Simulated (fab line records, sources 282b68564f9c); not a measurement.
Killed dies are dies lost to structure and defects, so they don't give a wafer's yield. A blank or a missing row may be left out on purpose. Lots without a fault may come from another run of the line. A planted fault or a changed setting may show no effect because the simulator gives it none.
fab line records | flow rit_cmos
record lots=14 wafers=42 last_day=8
route steps=202 shown NRETRO@59 GATE@96 REOX@102 PLDD@122 M1@202
lots that met no fault: from a run of the same line without faults
start_h: hours from the record's first day to the start of the lot's first wafer shown | wait_h: hours since the lot's step before | " the same as in the row above | L1.1+2: a row that stands for several wafers | - no value, or no start given | * or withheld: withheld | < > ~ a bound
route shown NAME@n: a module of which the file shows steps, and the number in the route of the first | usual: mean/standard deviation of fault-free wafers | same: alike in all rows | chamber/n: place in a boat | sites: the reading at each site | _std_site: their standard deviation | _edge_site: outer sites' mean less inner sites' | radius_mm: how far each site lies from the wafer's centre | mask NAME#n: copy n | behind: the tool/chamber that last shaped the wafer | hold: why the lot was held/for how many hours/how that ended | device: the transistor (n, p or np) that didn't switch | end of line: the same wafers' tests at the end of the route | a step without rows: its recipe alone | killed: dies lost to structure and defects at the first sort, not the wafer's yield | map: a wafer's dies, x killed, . not, _ none there
set.NAME: the setting as run; set.NAME@STEP: as run at that earlier step | model.NAME: the simulator's own value behind a step, which no gauge read
steps of the route over a sample of lots; a table a step, a row a wafer
services: from which hour (start_h, from the record's first day; less than 0 if before it) a tool's chamber was out of use, for how many hours, and why
## steps
# step RIT_NRETRO_OVL_MEAS_06
# usual NRETRO_OVL=0.2/1.5
# columns lot.wafer tool chamber start_h wait_h NRETRO_OVL[nm]
L503.2 overlay-02 - 33.75 - -1.0
L503.5 " - " " 1.1
L503.6 " - " " 1.8
L504.1 overlay-01 - 40.34 - 1.3
L504.3 " - " " 2.9
L504.4 " - " " -0.7
L505.3 overlay-02 - 42.94 - -2.5
L505.5 " - " " -1.4
L505.6 " - " " -1.2
L506.2 overlay-01 - 46.42 - 0.5
L506.5 " - " " -3.3
L506.6 " - " " 0.9
L507.3 overlay-01 - 54.61 - -0.1
L507.4 " - " " 0.1
L507.6 " - " " 1.4
L508.1 overlay-02 - 59.65 - 1.6
L508.3 " - " " -0.8
L508.5 " - " " 0.8
L510.1 overlay-02 - 74.19 - -4.7
L510.2 " - " " -1.7
L510.3 " - " " 0.0
L512.1 overlay-02 - 81.90 - 0.7
L512.2 " - " " 1.5
L512.5 " - " " 3.0
L513.2 overlay-02 - 85.41 - -0.7
L513.5 " - " " 0.3
L513.6 " - " " 0.9
L514.2 overlay-02 - 89.85 - 0.5
L514.3 " - " " 2.0
L514.6 " - " " 0.8
L515.3 overlay-02 - 91.20 - -2.6
L515.4 " - " " 1.2
L515.5 " - " " 0.7
L522.2 overlay-02 - 129.44 - 1.6
L522.5 " - " " -0.6
L522.6 " - " " 1.1
L523.1 overlay-02 - 134.69 - 0.0
L523.2 " - " " -2.2
L523.6 " - " " -0.6
L524.4 overlay-01 - 145.13 - -0.4
L524.5 " - " " -2.1
L524.6 " - " " -1.8
# step RIT_GATE_STRIP_20
# recipe chemistry=O2 time_s=180 resist=NOVOLAK platen_temp_c=withheld power_w=500 pressure_mtorr=4000 o2_flow_sccm=4000
# usual drypump_motor_current_A=5.9/0.4
# columns lot.wafer tool chamber start_h wait_h drypump_motor_current_A rf_hours_counter_h
L503.2 plasma_asher-03 1 42.62 0.1 5.4 24
L503.5 " 1 " " 5.4 -
L503.6 " 0 " " 6.2 -
L504.1 plasma_asher-02 1 49.86 0.1 6.1 38
L504.3 " 0 " " 6.1 -
L504.4 " 1 " " 6.1 -
L505.3 plasma_asher-02 0 51.52 0.1 6.1 -
L505.5 " 1 " " 6.2 -
L505.6 " 0 " " 6.0 -
L506.2 plasma_asher-02 0 58.96 0.1 6.0 39
L506.5 " 0 " " 6.0 -
L506.6 " 1 " " 6.1 -
L507.3 plasma_asher-03 1 69.94 0.1 5.4 -
L507.4 " 0 " " 6.1 -
L507.6 " 0 " " 6.1 -
L508.1 plasma_asher-02 0 71.89 0.1 6.0 40
L508.3 " 1 " " 6.1 -
L508.5 " 1 " " 6.2 -
L510.1 plasma_asher-04 0 84.72 0.1 5.1 46
L510.2 " 1 " " 6.2 46
L510.3 " 0 " " 5.1 -
L512.1 plasma_asher-03 1 92.91 0.1 5.4 30
L512.2 " 0 " " 6.2 30
L512.5 " 0 " " 6.1 -
L513.2 plasma_asher-02 1 97.36 0.1 6.2 43
L513.5 " 0 " " 6.1 -
L513.6 " 1 " " 6.1 -
L514.2 plasma_asher-03 1 99.91 0.1 5.4 31
L514.3 " 1 " " 5.4 -
L514.6 " 1 " " 5.4 -
L515.3 plasma_asher-04 1 102.39 0.1 6.1 -
L515.4 " 0 " " 5.1 -
L515.5 " 1 " " 6.1 -
L522.2 plasma_asher-04 1 146.08 0.1 6.2 53
L522.5 " 0 " " 5.1 -
L522.6 " 1 " " 6.2 -
L523.1 plasma_asher-02 1 148.51 0.1 6.1 3
L523.2 " 0 " " 6.0 3
L523.6 " 0 " " 6.1 -
L524.4 plasma_asher-04 1 158.07 0.1 6.1 -
L524.5 " 1 " " 6.1 -
L524.6 " 0 " " 5.1 -
# step RIT_REOX_THK_MEAS_04
# recipe reads=SiO2_of_REOX_OXIDATION_03
# usual REOX_OXIDE_THK=25.2/0.46
# columns lot.wafer tool chamber start_h wait_h REOX_OXIDE_THK[nm]
L503.2 film_metro-02 - 47.62 0.0 25.6
L503.5 " - " " 25.8
L503.6 " - " " 25.6
L504.1 film_metro-04 - 55.58 0.0 25.7
L504.3 " - " " 25.7
L504.4 " - " " 25.6
L505.3 film_metro-02 - 55.60 0.0 25.1
L505.5 " - " " 25.7
L505.6 " - " " 25.3
L506.2 film_metro-01 - 65.65 0.0 25.7
L506.5 " - " " 25.8
L506.6 " - " " 25.9
L507.3 film_metro-04 - 73.42 0.0 25.0
L507.4 " - " " 25.0
L507.6 " - " " 25.6
L508.1 film_metro-02 - 75.95 0.0 24.8
L508.3 " - " " 25.1
L508.5 " - " " 25.1
L510.1 film_metro-01 - 90.30 0.0 25.0
L510.2 " - " " 25.0
L510.3 " - " " 25.1
L512.1 film_metro-02 - 97.41 0.0 25.5
L512.2 " - " " 25.6
L512.5 " - " " 25.6
L513.2 film_metro-04 - 100.58 0.0 25.8
L513.5 " - " " 25.5
L513.6 " - " " 25.8
L514.2 film_metro-02 - 106.54 0.0 25.0
L514.3 " - " " 24.9
L514.6 " - " " 24.6
L515.3 film_metro-04 - 106.55 0.0 25.5
L515.4 " - " " 24.9
L515.5 " - " " 25.4
L523.1 film_metro-01 - 151.88 0.0 24.5
L523.2 " - " " 24.9
L523.6 " - " " 24.7
L522.2 film_metro-02 - 151.89 0.0 24.5
L522.5 " - " " 24.6
L522.6 " - " " 24.3
L524.4 film_metro-04 - 162.80 0.0 25.2
L524.5 " - " " 24.6
L524.6 " - " " 24.8
# step RIT_PLDD_IMPLANT_08
# recipe species=BF2 energy_kev=20 dose_cm2=9e+14 tilt_deg=7
# usual beam_energy_keV=20.000/0.0059
# columns lot.wafer tool chamber start_h wait_h beam_energy_keV
L503.2 implanter-04 0 50.15 0.1 20.003
L503.5 " 0 " " 19.993
L503.6 " 0 " " 19.997
L504.1 implanter-03 0 58.41 0.1 19.998
L504.3 " 0 " " 19.992
L504.4 " 0 " " 19.996
L505.3 implanter-01 0 58.79 0.1 20.003
L505.5 " 0 " " 20.002
L505.6 " 0 " " 19.988
L506.2 implanter-04 0 68.31 0.1 20.015
L506.5 " 0 " " 20.006
L506.6 " 0 " " 20.006
L507.3 implanter-03 0 76.06 0.1 20.006
L507.4 " 0 " " 20.014
L507.6 " 0 " " 20.004
L508.1 implanter-03 0 78.69 0.1 19.996
L508.3 " 0 " " 19.993
L508.5 " 0 " " 19.996
L510.1 implanter-04 0 93.27 0.1 19.993
L510.2 " 0 " " 20.001
L510.3 " 0 " " 19.999
L512.1 implanter-03 0 99.93 0.1 20.002
L512.2 " 0 " " 20.003
L512.5 " 0 " " 20.007
L513.2 implanter-03 0 103.11 0.1 20.000
L513.5 " 0 " " 20.009
L513.6 " 0 " " 19.999
L514.2 implanter-04 0 109.32 0.1 20.002
L514.3 " 0 " " 20.008
L514.6 " 0 " " 19.996
L515.3 implanter-03 0 109.59 0.1 19.992
L515.4 " 0 " " 20.009
L515.5 " 0 " " 20.004
L522.2 implanter-01 0 154.62 0.1 19.998
L522.5 " 0 " " 19.994
L522.6 " 0 " " 19.996
L523.1 implanter-03 0 155.07 0.1 25.997
L523.2 " 0 " " 26.004
L523.6 " 0 " " 25.998
L524.4 implanter-03 0 165.46 0.1 25.998
L524.5 " 0 " " 25.995
L524.6 " 0 " " 25.994
# step RIT_PLDD_TW_MEAS_10
# usual PLDD_TW=2356/20
# columns lot.wafer tool chamber start_h wait_h PLDD_TW
L503.2 film_metro-02 - 50.46 0.1 2391
L503.5 " - " " 2380
L503.6 " - " " 2382
L504.1 film_metro-03 - 58.73 0.1 2373
L504.3 " - " " 2389
L504.4 " - " " 2388
L505.3 film_metro-01 - 59.08 0.1 2332
L505.5 " - " " 2337
L505.6 " - " " 2337
L506.2 film_metro-02 - 68.62 0.1 2380
L506.5 " - " " 2383
L506.6 " - " " 2380
L507.3 film_metro-03 - 76.36 0.1 2401
L507.4 " - " " 2396
L507.6 " - " " 2399
L508.1 film_metro-01 - 79.02 0.1 2337
L508.3 " - " " 2337
L508.5 " - " " 2345
L510.1 film_metro-02 - 93.60 0.1 2338
L510.2 " - " " 2346
L510.3 " - " " 2358
L512.1 film_metro-02 - 100.25 0.1 2351
L512.2 " - " " 2346
L512.5 " - " " 2352
L513.2 film_metro-03 - 103.42 0.1 2368
L513.5 " - " " 2367
L513.6 " - " " 2383
L514.2 film_metro-02 - 109.63 0.1 2350
L514.3 " - " " 2352
L514.6 " - " " 2353
L515.3 film_metro-01 - 109.88 0.1 2339
L515.4 " - " " 2332
L515.5 " - " " 2324
L522.2 film_metro-01 - 154.93 0.1 2331
L522.5 " - " " 2328
L522.6 " - " " 2329
L523.1 film_metro-01 - 155.40 0.1 2490
L523.2 " - " " 2509
L523.6 " - " " 2519
L524.4 film_metro-03 - 165.74 0.1 2546
L524.5 " - " " 2556
L524.6 " - " " 2549
# step RIT_SDANNEAL_RS_MEAS_06
# recipe thk_meas_gauge=four-point-probe
# usual PLDD_RS=178.7/0.52
# columns lot.wafer tool chamber start_h wait_h PLDD_RS[ohm/sq]
L503.2 film_metro-01 - 56.67 0.1 179.3
L503.5 " - " " 179.7
L503.6 " - " " 179.1
L505.3 film_metro-02 - 65.31 0.1 178.3
L505.5 " - " " 178.6
L505.6 " - " " 178.3
L504.1 film_metro-01 - 66.04 0.1 179.0
L504.3 " - " " 179.0
L504.4 " - " " 178.3
L506.2 film_metro-01 - 77.31 0.1 179.0
L506.5 " - " " 179.1
L506.6 " - " " 179.1
L507.3 film_metro-03 - 83.75 0.1 178.4
L507.4 " - " " 178.6
L507.6 " - " " 178.4
L508.1 film_metro-03 - 86.46 0.1 178.4
L508.3 " - " " 178.3
L508.5 " - " " 178.1
L510.1 film_metro-02 - 102.26 0.1 179.4
L510.2 " - " " 179.3
L510.3 " - " " 179.3
L512.1 film_metro-03 - 108.05 0.1 178.0
L512.2 " - " " 178.5
L512.5 " - " " 177.9
L513.2 film_metro-03 - 110.84 0.1 178.4
L513.5 " - " " 177.8
L513.6 " - " " 177.8
L514.2 film_metro-02 - 118.87 0.1 178.6
L514.3 " - " " 178.7
L514.6 " - " " 178.1
L515.3 film_metro-01 - 119.36 0.1 178.6
L515.4 " - " " 178.3
L515.5 " - " " 178.7
L522.2 film_metro-03 - 162.75 0.1 178.6
L522.5 " - " " 178.1
L522.6 " - " " 178.3
L523.1 film_metro-01 - 162.97 0.1 163.9
L523.2 " - " " 163.8
L523.6 " - " " 163.6
L524.4 film_metro-01 - 173.00 0.1 164.9
L524.5 " - " " 164.2
L524.6 " - " " 163.8
# step RIT_M1_PROBE_99
# usual killed_at_M0_to_M3=0.0/0.083 killed_at_contacts=0.0/0.16 killed_at_front_end=7/3.1 killed_dies=7/3.1 killed_open=3.6/2.2 killed_short=3.4/2.1
# same gross_dies=264 killed_at_M4_up=0 killed_at_back_side=0 killed_at_other=0
# columns lot.wafer tool chamber start_h wait_h killed_at_M0_to_M3 killed_at_contacts killed_at_front_end killed_dies killed_open killed_short
L503.2 prober-01 - 63.90 0.1 0 0 6 6 2 3
L503.5 prober-01 - 64.05 0.2 0 0 6 6 2 4
L503.6 prober-01 - 64.10 0.2 0 0 6 6 2 4
L505.3 prober-02 - 72.65 0.2 0 0 6 6 3 3
L505.5 prober-02 - 72.75 0.2 0 0 6 6 5 1
L505.6 prober-02 - 72.80 0.2 1 0 5 6 2 4
L504.1 prober-01 - 74.05 0.1 0 0 5 5 2 3
L504.3 prober-01 - 74.15 0.2 0 0 13 13 3 10
L504.4 prober-01 - 74.20 0.2 0 0 7 7 4 3
L506.2 prober-02 - 84.37 0.1 0 0 7 7 3 4
L506.5 prober-02 - 84.52 0.2 0 0 8 8 6 2
L506.6 prober-02 - 84.57 0.2 0 0 4 4 1 3
L507.3 prober-01 - 91.16 0.2 0 0 7 7 5 2
L507.4 prober-01 - 91.21 0.2 0 0 9 9 7 2
L507.6 prober-01 - 91.31 0.2 0 0 8 8 5 3
L508.1 prober-02 - 93.61 0.1 0 0 7 7 5 2
L508.3 prober-02 - 93.71 0.2 0 0 13 13 9 4
L508.5 prober-02 - 93.81 0.2 0 1 3 4 1 3
L510.1 prober-02 - 109.49 0.1 0 0 6 6 5 1
L510.2 prober-02 - 109.54 0.1 0 0 7 7 6 1
L510.3 prober-02 - 109.59 0.2 0 0 3 3 1 2
L512.1 prober-02 - 115.19 0.1 0 0 10 10 7 3
L512.2 prober-02 - 115.24 0.1 0 0 11 11 7 4
L512.5 prober-02 - 115.39 0.2 0 0 5 5 2 3
L513.2 prober-01 - 118.28 0.1 0 0 3 3 1 2
L513.5 prober-01 - 118.43 0.2 0 0 12 12 7 5
L513.6 prober-01 - 118.48 0.2 0 0 0 0 0 0
L514.2 prober-02 - 126.17 0.1 0 0 6 6 2 4
L514.3 prober-02 - 126.22 0.2 0 0 8 8 4 4
L514.6 prober-02 - 126.37 0.2 0 0 6 6 5 1
L515.3 prober-01 - 127.72 0.2 0 0 6 6 3 3
L515.4 prober-01 - 127.77 0.2 0 0 11 11 5 5
L515.5 prober-01 - 127.82 0.2 0 0 4 4 0 4
L522.2 prober-01 - 170.06 0.1 0 0 2 2 0 2
L522.5 prober-01 - 170.21 0.2 0 0 6 6 4 2
L522.6 prober-01 - 170.26 0.2 0 0 9 9 7 2
L523.1 prober-02 - 171.51 0.1 0 0 6 6 4 2
L523.2 prober-02 - 171.56 0.1 0 0 7 7 2 5
L523.6 prober-02 - 171.76 0.2 0 0 10 10 5 5
L524.4 prober-01 - 180.28 0.2 0 0 6 6 3 3
L524.5 prober-01 - 180.33 0.2 0 0 7 7 3 4
L524.6 prober-01 - 180.38 0.2 0 1 9 10 7 3
# killed by level:class
L503.2 FOX1:geometric_particle:short=2 GATE:geometric_particle:open=1 SPACER:geometric_particle:open=1 SPACER:geometric_particle:short=1 NRETRO:coat_microbubble_printed=1
L503.5 GATE:geometric_particle:short=2 REOX:geometric_particle:short=2 GATE:geometric_particle:open=1 REOX:geometric_particle:open=1
L503.6 REOX:geometric_particle:short=2 FOX1:geometric_particle:short=1 FOX1:geometric_particle:open=1 GATE:geometric_particle:short=1 GATE:geometric_particle:open=1
L505.3 GATE:geometric_particle:short=2 GATE:geometric_particle:open=2 FOX1:geometric_particle:open=1 FOX2:geometric_particle:short=1
L505.5 GATE:geometric_particle:open=3 REOX:geometric_particle:short=1 SPACER:geometric_particle:open=1 SILICIDE:geometric_particle:open=1
L505.6 FOX1:geometric_particle:open=2 GATE:geometric_particle:short=1 REOX:geometric_particle:short=1 SILICIDE:geometric_particle:short=1 M1:geometric_particle:short=1
L504.1 FOX1:geometric_particle:short=1 FOX1:geometric_particle:open=1 GATE:geometric_particle:short=1 GATE:geometric_particle:open=1 REOX:geometric_particle:short=1
L504.3 GATE:geometric_particle:short=3 FOX2:geometric_particle:short=2 GATE:geometric_particle:open=2 REOX:geometric_particle:short=2 FOX1:geometric_particle:short=1 SPACER:geometric_particle:short=1 SILICIDE:geometric_particle:short=1 SILICIDE:geometric_particle:open=1
L504.4 REOX:geometric_particle:open=2 REOX:geometric_particle:short=2 ACTIVE:geometric_particle:open=1 GATE:geometric_particle:short=1 SPACER:geometric_particle:open=1
L506.2 GATE:geometric_particle:short=3 GATE:geometric_particle:open=2 FOX1:geometric_particle:short=1 REOX:geometric_particle:open=1
L506.5 GATE:geometric_particle:open=4 REOX:geometric_particle:open=2 GATE:geometric_particle:short=1 SILICIDE:geometric_particle:short=1
L506.6 GATE:geometric_particle:short=2 FOX1:geometric_particle:short=1 GATE:geometric_particle:open=1
L507.3 SILICIDE:geometric_particle:open=3 GATE:geometric_particle:open=2 GATE:geometric_particle:short=1 SPACER:geometric_particle:short=1
L507.4 SILICIDE:geometric_particle:open=3 GATE:geometric_particle:open=2 FOX1:geometric_particle:short=1 FOX1:geometric_particle:open=1 FOX2:geometric_particle:open=1 SILICIDE:geometric_particle:short=1
L507.6 GATE:geometric_particle:open=2 GATE:geometric_particle:short=2 FOX1:geometric_particle:short=1 FOX2:geometric_particle:open=1 REOX:geometric_particle:open=1 SILICIDE:geometric_particle:open=1
L508.1 GATE:geometric_particle:open=2 FOX1:geometric_particle:open=1 REOX:geometric_particle:short=1 REOX:geometric_particle:open=1 SPACER:geometric_particle:short=1 SILICIDE:geometric_particle:open=1
L508.3 GATE:geometric_particle:open=4 FOX2:geometric_particle:open=2 ACTIVE:geometric_particle:open=1 FOX1:geometric_particle:short=1 FOX2:geometric_particle:short=1 GATE:geometric_particle:short=1 SPACER:geometric_particle:short=1 SPACER:geometric_particle:open=1
L508.5 GATE:geometric_particle:short=2 REOX:geometric_particle:short=1 CONTACT:geometric_particle:open=1
L510.1 GATE:geometric_particle:open=3 SILICIDE:geometric_particle:open=2 SILICIDE:geometric_particle:short=1
L510.2 SILICIDE:geometric_particle:open=3 GATE:geometric_particle:open=2 REOX:geometric_particle:open=1 SPACER:geometric_particle:short=1
L510.3 FOX1:geometric_particle:open=1 GATE:geometric_particle:short=1 REOX:geometric_particle:short=1
L512.1 GATE:geometric_particle:open=3 SPACER:geometric_particle:open=2 FOX2:geometric_particle:short=1 REOX:geometric_particle:short=1 REOX:geometric_particle:open=1 SILICIDE:geometric_particle:short=1 SILICIDE:geometric_particle:open=1
L512.2 GATE:geometric_particle:short=2 REOX:geometric_particle:open=2 SPACER:geometric_particle:open=2 FOX1:geometric_particle:open=1 FOX2:geometric_particle:open=1 FOX2:geometric_particle:short=1 GATE:geometric_particle:open=1 REOX:geometric_particle:short=1
L512.5 GATE:geometric_particle:short=2 GATE:geometric_particle:open=1 SILICIDE:geometric_particle:open=1 SILICIDE:geometric_particle:short=1
L513.2 FOX2:geometric_particle:short=1 GATE:geometric_particle:open=1 SPACER:geometric_particle:short=1
L513.5 GATE:geometric_particle:open=5 GATE:geometric_particle:short=4 FOX2:geometric_particle:short=1 REOX:geometric_particle:open=1 SPACER:geometric_particle:open=1
L514.2 FOX1:geometric_particle:short=1 GATE:geometric_particle:open=1 GATE:geometric_particle:short=1 REOX:geometric_particle:open=1 REOX:geometric_particle:short=1 SPACER:geometric_particle:short=1
L514.3 GATE:geometric_particle:short=3 GATE:geometric_particle:open=3 FOX1:geometric_particle:short=1 FOX2:geometric_particle:open=1
L514.6 SILICIDE:geometric_particle:open=2 REOX:geometric_particle:short=1 FOX1:geometric_particle:open=1 REOX:geometric_particle:open=1 SPACER:geometric_particle:open=1
L515.3 FOX2:geometric_particle:open=2 REOX:geometric_particle:short=2 FOX1:geometric_particle:open=1 SPACER:geometric_particle:short=1
L515.4 GATE:geometric_particle:open=4 FOX1:geometric_particle:short=3 GATE:geometric_particle:short=2 ACTIVE:geometric_particle:open=1 NWELL:coat_microbubble_printed=1
L515.5 REOX:geometric_particle:short=2 FOX2:geometric_particle:short=1 GATE:geometric_particle:short=1
L522.2 GATE:geometric_particle:short=1 SPACER:geometric_particle:short=1
L522.5 REOX:geometric_particle:open=3 FOX1:geometric_particle:open=1 REOX:geometric_particle:short=1 SPACER:geometric_particle:short=1
L522.6 GATE:geometric_particle:open=4 REOX:geometric_particle:open=2 FOX2:geometric_particle:short=1 FOX2:geometric_particle:open=1 GATE:geometric_particle:short=1
L523.1 GATE:geometric_particle:short=2 GATE:geometric_particle:open=2 FOX1:geometric_particle:open=1 REOX:geometric_particle:open=1
L523.2 GATE:geometric_particle:short=2 GATE:geometric_particle:open=2 FOX1:geometric_particle:short=1 SPACER:geometric_particle:short=1 REOX:geometric_particle:short=1
L523.6 GATE:geometric_particle:short=4 GATE:geometric_particle:open=3 FOX1:geometric_particle:open=1 SPACER:geometric_particle:short=1 SILICIDE:geometric_particle:open=1
L524.4 FOX1:geometric_particle:open=1 FOX1:geometric_particle:short=1 FOX2:geometric_particle:short=1 GATE:geometric_particle:open=1 REOX:geometric_particle:short=1 SILICIDE:geometric_particle:open=1
L524.5 GATE:geometric_particle:short=2 GATE:geometric_particle:open=2 FOX1:geometric_particle:short=1 FOX1:geometric_particle:open=1 REOX:geometric_particle:short=1
L524.6 GATE:geometric_particle:open=3 FOX1:geometric_particle:short=2 FOX1:geometric_particle:open=1 REOX:geometric_particle:open=1 SPACER:geometric_particle:short=1 SILICIDE:geometric_particle:open=1 CONTACT:geometric_particle:open=1
## services
# columns tool chamber start_h hours kind
implanter-01 - 22.32 3.6 pm
implanter-04 - 30.57 3.9 repair
plasma_asher-02 - 34.74 1.7 repair
plasma_asher-02 - 68.80 1.6 repair
plasma_asher-03 - 103.58 2.8 pm
plasma_asher-02 - 108.75 9.0 pm
plasma_asher-02 0 108.75 9.0 vent_cycle
plasma_asher-02 1 108.75 9.0 vent_cycle
plasma_asher-02 0 117.75 - clean
plasma_asher-02 1 117.75 - clean
implanter-03 - 122.56 1.8 repair
implanter-04 - 125.08 2.3 repair
## key
first_sign step=RIT_PLDD_IMPLANT_08 reading=beam_energy_keV direction=up sigmas=99+ usual=20.000 struck=25.998
effect step=RIT_PLDD_TW_MEAS_10 reading=PLDD_TW direction=up sigmas=8.5 usual=2356 struck=2528
effect step=RIT_SDANNEAL_RS_MEAS_06 reading=PLDD_RS direction=down sigmas=28 usual=178.7 struck=164.0
met_at RIT_PLDD_IMPLANT_08
struck_lots L523,L524
tester_left_out L523,L524
not_acting_at RIT_NRETRO_OVL_MEAS_06,RIT_GATE_STRIP_20,RIT_REOX_THK_MEAS_04
onset_between 109.59 155.07
fault kind=process_parameter_drift tool=implanter-03 chamber=- onset_h=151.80 steps=RIT_PLDD_IMPLANT_08 channel=energy_kev offset=6 shape=step end_h=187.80 acts_in=these_recipes_only stated=20
# tester_left_out: of these lots the tester's yield and bins aren't shown, on N5 and GAA mostly nor the transistor test; their killed dies are dies lost to structure and defects alone, not to doping, threshold or leakage, so they don't give the yield
